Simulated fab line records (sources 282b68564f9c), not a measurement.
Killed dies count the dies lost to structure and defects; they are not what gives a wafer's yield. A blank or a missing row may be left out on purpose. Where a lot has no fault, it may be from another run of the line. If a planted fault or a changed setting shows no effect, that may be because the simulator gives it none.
What tool caused it?    flow rit-cmos    45 wafers from 15 lots sampled at 2 of the route's 202 steps

## WHAT THE GAUGES SHOWED, per wafer
Not one reading of a measure or inspect step in the record can be checked against a usual standard deviation.

## WHAT TOOL EACH LOT RAN ON (gives the tool, then ch and the chambers of the sampled wafers, and finally the start)
lot   RIT_PWELL_STRIP_09                   RIT_M1_PROBE_99
L641  plasma-asher-02 ch 0,1, day 2 04:40  -
L642  plasma-asher-03 ch 0,1, day 2 09:38  prober-01, day 4 00:51
L643  plasma-asher-02 ch 0,1, day 2 13:55  -
L644  plasma-asher-01 ch 0,1, day 2 21:32  -
L645  plasma-asher-03 ch 0,1, day 3 01:04  -
L646  plasma-asher-03 ch 0,1, day 3 05:33  -
L647  plasma-asher-03 ch 0,1, day 3 09:50  -
L648  plasma-asher-02 ch 0,1, day 3 15:58  prober-01, day 5 01:47
L649  plasma-asher-02 ch 0,1, day 3 19:45  -
L650  plasma-asher-03 ch 0,1, day 4 01:18  prober-02, day 5 11:22
L652  plasma-asher-02 ch 0,1, day 4 10:35  prober-02, day 5 20:19
L653  plasma-asher-02 ch 0,1, day 4 15:16  prober-01, day 6 01:19
L654  plasma-asher-02 ch 0,1, day 4 21:31  prober-02, day 6 07:52
L655  plasma-asher-01 ch 0,1, day 5 02:04  -
L660  plasma-asher-03 ch 0,1, day 6 02:54  prober-02, day 7 13:33
- RIT_PWELL_STRIP_09: strips in O2, time 180 s.
- RIT_M1_PROBE_99

## AS READ BY THE TOOLS THEMSELVES (means over the sampled wafers that have a number; for cases with no such wafer, the mark the record gives instead)
RIT_PWELL_STRIP_09. Usual: drypump-motor-current-A 5.59 A, standard deviation 0.27; o2-flow-sccm 3999 sccm, standard deviation 12.
lot   tool             drypump-motor-current-A (A)  o2-flow-sccm (sccm)  flag
L641  plasma-asher-02  5.55                         4002                 
L642  plasma-asher-03  5.70                         3984                 
L643  plasma-asher-02  5.42                         4006                 
L644  plasma-asher-01  5.67                         3999                 
L645  plasma-asher-03  5.72                         4001                 
L646  plasma-asher-03  5.57                         4002                 
L647  plasma-asher-03  5.72                         4003                 
L648  plasma-asher-02  5.42                         4016                 
L649  plasma-asher-02  5.55                         3997                 
L650  plasma-asher-03  5.73                         3990                 
L652  plasma-asher-02  5.41                         4674                 OFF
L653  plasma-asher-02  5.56                         5331                 OFF
L654  plasma-asher-02  5.55                         5333                 OFF
L655  plasma-asher-01  5.93                         3999                 
L660  plasma-asher-03  5.56                         4000                 

RIT_M1_PROBE_99. Usual: killed-at-contacts 0.1, standard deviation 0.24; killed-at-front-end 7.1, standard deviation 2.8; killed-dies 7.2, standard deviation 2.8; killed-open 3.6, standard deviation 2.1; killed-short 3.6, standard deviation 1.9.
lot   tool       killed-at-contacts  killed-at-front-end  killed-dies  killed-open  killed-short  flag
L642  prober-01  0.0                 9.7                  9.7          4.3          5.3           
L648  prober-01  0.0                 10.3                 10.3         5.7          4.7           
L650  prober-02  0.0                 4.3                  4.3          1.7          2.7           
L652  prober-02  0.0                 4.7                  4.7          2.3          2.3           
L653  prober-01  0.3                 9.3                  9.7          4.0          5.7           
L654  prober-02  0.0                 11.7                 11.7         5.7          6.0           
L660  prober-02  0.0                 7.0                  7.0          1.7          5.3           

## THE ANSWER, worked out from the rows above alone
Rule: take the mean of a lot's wafers that have a number; if it is more than 3 standard deviations from the usual mean, the lot is off. Also off: a lot with no number at a reading for which 4 or more lots have one. The other lots that the step has rows for count as sound. First the gauges in route order, then the tools' own readings, where a lot's mean is used as printed above. The first step at which some lot is off is used, and at that step the reading that is off furthest; a lot without a number counts as furthest.
Off: L652, L653, L654, at RIT_PWELL_STRIP_09 (o2-flow-sccm).
If a tool, at that step or one of the process steps before it, ran each lot that is off and ran no sound lot following the first of them, it fits. One fits: plasma-asher-02 at RIT_PWELL_STRIP_09. Its last sound lot is L649 (day 3 19:45), its first lot that is off L652 (day 4 10:35): a fault that began between those two fits.
On the lots that are off, the tool's own readings at RIT_PWELL_STRIP_09 differ by more than 5 times the standard deviation of the sound lots' means, which bears it out; o2-flow-sccm reads 5113 sccm there versus 4000 sccm on the sound lots.

## WHAT HAD BEEN PUT IN BY THE SIMULATOR
plasma-asher-02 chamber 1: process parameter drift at RIT_PWELL_STRIP_09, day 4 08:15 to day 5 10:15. Setting o2-flow-sccm, moved by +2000, from 4000. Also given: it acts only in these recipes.
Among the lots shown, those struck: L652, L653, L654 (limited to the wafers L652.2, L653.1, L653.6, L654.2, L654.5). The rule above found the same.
